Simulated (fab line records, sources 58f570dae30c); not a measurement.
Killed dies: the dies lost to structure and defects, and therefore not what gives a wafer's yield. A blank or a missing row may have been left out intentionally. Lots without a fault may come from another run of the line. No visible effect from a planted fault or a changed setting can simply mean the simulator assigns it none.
What tool caused it? / flow berkeley cmos170 / Sampling: 14 lots, 42 wafers, 4 of 331 route steps

== WHAT EACH GAUGE READ, for each wafer ==
UCB170_PLDD_OVL_MEAS_07.
lot=L998; measured=day 7 09:02; on=overlay-02; PLDD_OVL (nm)=1 -4 -3
lot=L100; measured=day 7 09:19; on=overlay-01; PLDD_OVL (nm)=-4 -2 -10
lot=L999; measured=day 7 09:56; on=overlay-01; PLDD_OVL (nm)=3 -2 3
lot=L997; measured=day 7 10:29; on=overlay-01; PLDD_OVL (nm)=6 8 5
lot=L104; measured=day 7 23:09; on=overlay-01; PLDD_OVL (nm)=5 5 3
lot=L103; measured=day 7 23:34; on=overlay-02; PLDD_OVL (nm)=17 16 19
lot=L101; measured=day 8 04:13; on=overlay-02; PLDD_OVL (nm)=-7 -1 -6
lot=L105; measured=day 8 08:52; on=overlay-01; PLDD_OVL (nm)=1 2 8
lot=L106; measured=day 9 01:31; on=overlay-01; PLDD_OVL (nm)=-2 -9 -9
lot=L108; measured=day 9 16:45; on=overlay-01; PLDD_OVL (nm)=-9 -6 -2
lot=L114; measured=day 10 10:33; on=overlay-02; PLDD_OVL (nm)=11 8 16
lot=L116; measured=day 10 20:25; on=overlay-02; PLDD_OVL (nm)=6 8 3
lot=L117; measured=day 11 07:56; on=overlay-01; PLDD_OVL (nm)=-10 -10 -8
lot=L118; measured=day 11 10:52; on=overlay-01; PLDD_OVL (nm)=3 -5 -6

UCB170_SILICIDE_RS_MEAS_02: measures by four-point-probe.
lot=L998; measured=day 8 05:24; on=film metro-01; SILICIDE_TI_RS (ohm/sq)=26.6 26.8 27.1
lot=L100; measured=day 8 05:17; on=film metro-04; SILICIDE_TI_RS (ohm/sq)=25.4 25.4 25.9
lot=L999; measured=day 8 05:32; on=film metro-04; SILICIDE_TI_RS (ohm/sq)=25.9 26.1 26.3
lot=L997; measured=day 8 05:44; on=film metro-01; SILICIDE_TI_RS (ohm/sq)=25.7 25.4 25.6
lot=L104; measured=day 8 16:59; on=film metro-04; SILICIDE_TI_RS (ohm/sq)=25.7 26.1 26.3
lot=L103; measured=day 8 14:32; on=film metro-01; SILICIDE_TI_RS (ohm/sq)=26.8 26.4 26.7
lot=L101; measured=day 8 18:41; on=film metro-02; SILICIDE_TI_RS (ohm/sq)=26.5 26.5 26.5
lot=L105; measured=day 8 22:06; on=film metro-01; SILICIDE_TI_RS (ohm/sq)=25.9 26.5 26.0
lot=L106; measured=day 9 16:38; on=film metro-04; SILICIDE_TI_RS (ohm/sq)=25.8 25.7 25.9
lot=L108; measured=day 10 06:33; on=film metro-02; SILICIDE_TI_RS (ohm/sq)=25.7 26.0 26.1
lot=L114; measured=day 10 22:19; on=film metro-04; SILICIDE_TI_RS (ohm/sq)=25.0 25.8 25.0
lot=L116; measured=day 11 10:26; on=film metro-01; SILICIDE_TI_RS (ohm/sq)=17.0 16.8 17.0
lot=L117; measured=day 11 21:24; on=film metro-02; SILICIDE_TI_RS (ohm/sq)=17.2 17.2 17.0
lot=L118; measured=day 12 00:10; on=film metro-01; SILICIDE_TI_RS (ohm/sq)=25.5 25.2 25.6

UCB170_SILICIDE_THK_MEAS_03: measures by xrf.
lot=L998; measured=day 8 05:31; on=film metro-01; SILICIDE_TI_THK (nm)=29.9 29.8 29.5
lot=L100; measured=day 8 05:25; on=film metro-04; SILICIDE_TI_THK (nm)=31.0 31.2 30.7
lot=L999; measured=day 8 05:39; on=film metro-04; SILICIDE_TI_THK (nm)=30.7 30.5 30.4
lot=L997; measured=day 8 05:52; on=film metro-01; SILICIDE_TI_THK (nm)=30.6 30.8 30.7
lot=L104; measured=day 8 17:06; on=film metro-04; SILICIDE_TI_THK (nm)=30.8 30.4 30.0
lot=L103; measured=day 8 14:39; on=film metro-01; SILICIDE_TI_THK (nm)=29.5 29.9 29.6
lot=L101; measured=day 8 18:47; on=film metro-02; SILICIDE_TI_THK (nm)=30.0 30.1 30.1
lot=L105; measured=day 8 22:13; on=film metro-01; SILICIDE_TI_THK (nm)=30.2 29.8 30.2
lot=L106; measured=day 9 16:45; on=film metro-04; SILICIDE_TI_THK (nm)=30.8 30.7 30.5
lot=L108; measured=day 10 06:38; on=film metro-02; SILICIDE_TI_THK (nm)=30.9 30.4 30.4
lot=L114; measured=day 10 22:26; on=film metro-04; SILICIDE_TI_THK (nm)=31.3 30.4 31.3
lot=L116; measured=day 11 10:33; on=film metro-01; SILICIDE_TI_THK (nm)=43.8 44.3 43.9
lot=L117; measured=day 11 21:31; on=film metro-02; SILICIDE_TI_THK (nm)=43.3 43.4 43.7
lot=L118; measured=day 12 00:17; on=film metro-01; SILICIDE_TI_THK (nm)=31.0 31.3 30.8

== TOOL THAT RAN EACH LOT (tool first, then ch and the chambers of the sampled wafers, then the start) ==
lot=L998; UCB170_SILICIDE_SPUTTER_01=pvd sputter-04, day 8 05:14
lot=L100; UCB170_SILICIDE_SPUTTER_01=pvd sputter-03, day 8 05:14
lot=L999; UCB170_SILICIDE_SPUTTER_01=pvd sputter-01, day 8 05:22
lot=L997; UCB170_SILICIDE_SPUTTER_01=pvd sputter-03, day 8 05:43
lot=L104; UCB170_SILICIDE_SPUTTER_01=pvd sputter-01, day 8 16:57
lot=L103; UCB170_SILICIDE_SPUTTER_01=pvd sputter-04, day 8 14:29
lot=L101; UCB170_SILICIDE_SPUTTER_01=pvd sputter-04, day 8 18:38
lot=L105; UCB170_SILICIDE_SPUTTER_01=pvd sputter-01, day 8 22:04
lot=L106; UCB170_SILICIDE_SPUTTER_01=pvd sputter-01, day 9 16:36
lot=L108; UCB170_SILICIDE_SPUTTER_01=pvd sputter-04, day 10 06:28
lot=L114; UCB170_SILICIDE_SPUTTER_01=pvd sputter-03, day 10 22:17
lot=L116; UCB170_SILICIDE_SPUTTER_01=pvd sputter-04, day 11 10:24
lot=L117; UCB170_SILICIDE_SPUTTER_01=pvd sputter-04, day 11 21:21
lot=L118; UCB170_SILICIDE_SPUTTER_01=pvd sputter-01, day 12 00:08
- UCB170_SILICIDE_SPUTTER_01: material Ti, target thk 30 nm, time 25 s.

== AS READ BY THE TOOLS THEMSELVES (means over the sampled wafers that have a number; for cases with no such wafer, the mark the record gives instead) ==
UCB170_SILICIDE_SPUTTER_01.
lot=L998; tool=pvd sputter-04; throttle valve pct (%)=30.2
lot=L100; tool=pvd sputter-03; throttle valve pct (%)=29.9
lot=L999; tool=pvd sputter-01; throttle valve pct (%)=30.1
lot=L997; tool=pvd sputter-03; throttle valve pct (%)=29.5
lot=L104; tool=pvd sputter-01; throttle valve pct (%)=29.9
lot=L103; tool=pvd sputter-04; throttle valve pct (%)=30.9
lot=L101; tool=pvd sputter-04; throttle valve pct (%)=30.1
lot=L105; tool=pvd sputter-01; throttle valve pct (%)=29.8
lot=L106; tool=pvd sputter-01; throttle valve pct (%)=29.9
lot=L108; tool=pvd sputter-04; throttle valve pct (%)=31.3
lot=L114; tool=pvd sputter-03; throttle valve pct (%)=30.2
lot=L116; tool=pvd sputter-04; throttle valve pct (%)=30.5
lot=L117; tool=pvd sputter-04; throttle valve pct (%)=31.0
lot=L118; tool=pvd sputter-01; throttle valve pct (%)=29.3

== THE ANSWER, worked out from the rows above alone ==
Rule: usual is defined by the lots themselves. Put in order of their means at a reading, lots are off if they are a third of the lots or fewer, leave a main group of 4 or more, and stand apart from it by a gap of 3 or more times the standard deviation of the main group's means; of several such gaps the widest counts. If all means in a main group match to the digits the tables above print for the reading, that group is not used. Also off: a lot with no number at a reading for which 4 or more lots have one. The other lots that the step has rows for count as sound. The gauges are gone through in route order, then the tools' own readings, and for those a lot's mean is taken as printed above. At the first step where some lot is off, the reading lying furthest off is the one used; lots without a number count as furthest.
Off: L116, L117, seen at UCB170_SILICIDE_RS_MEAS_02 (SILICIDE_TI_RS). Mean 26.0 ohm/sq and standard deviation 0.47 in the main group.
A tool fits if, at a process step before that reading, it ran every lot that is off, and no sound lot after the first of them. Gauges at UCB170_SILICIDE_RS_MEAS_02: tried the same way as those tools. One fits: pvd sputter-04 at UCB170_SILICIDE_SPUTTER_01. Its last sound lot is L108 (day 10 06:28), its first lot that is off L116 (day 11 10:24): a fault that began between those two fits.

== WHAT HAD BEEN PUT IN BY THE SIMULATOR ==
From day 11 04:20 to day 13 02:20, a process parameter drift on pvd sputter-04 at UCB170_SILICIDE_SPUTTER_01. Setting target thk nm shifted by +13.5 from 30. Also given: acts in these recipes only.
Shown lots that were struck: L116, L117. The rule given above showed the same thing.
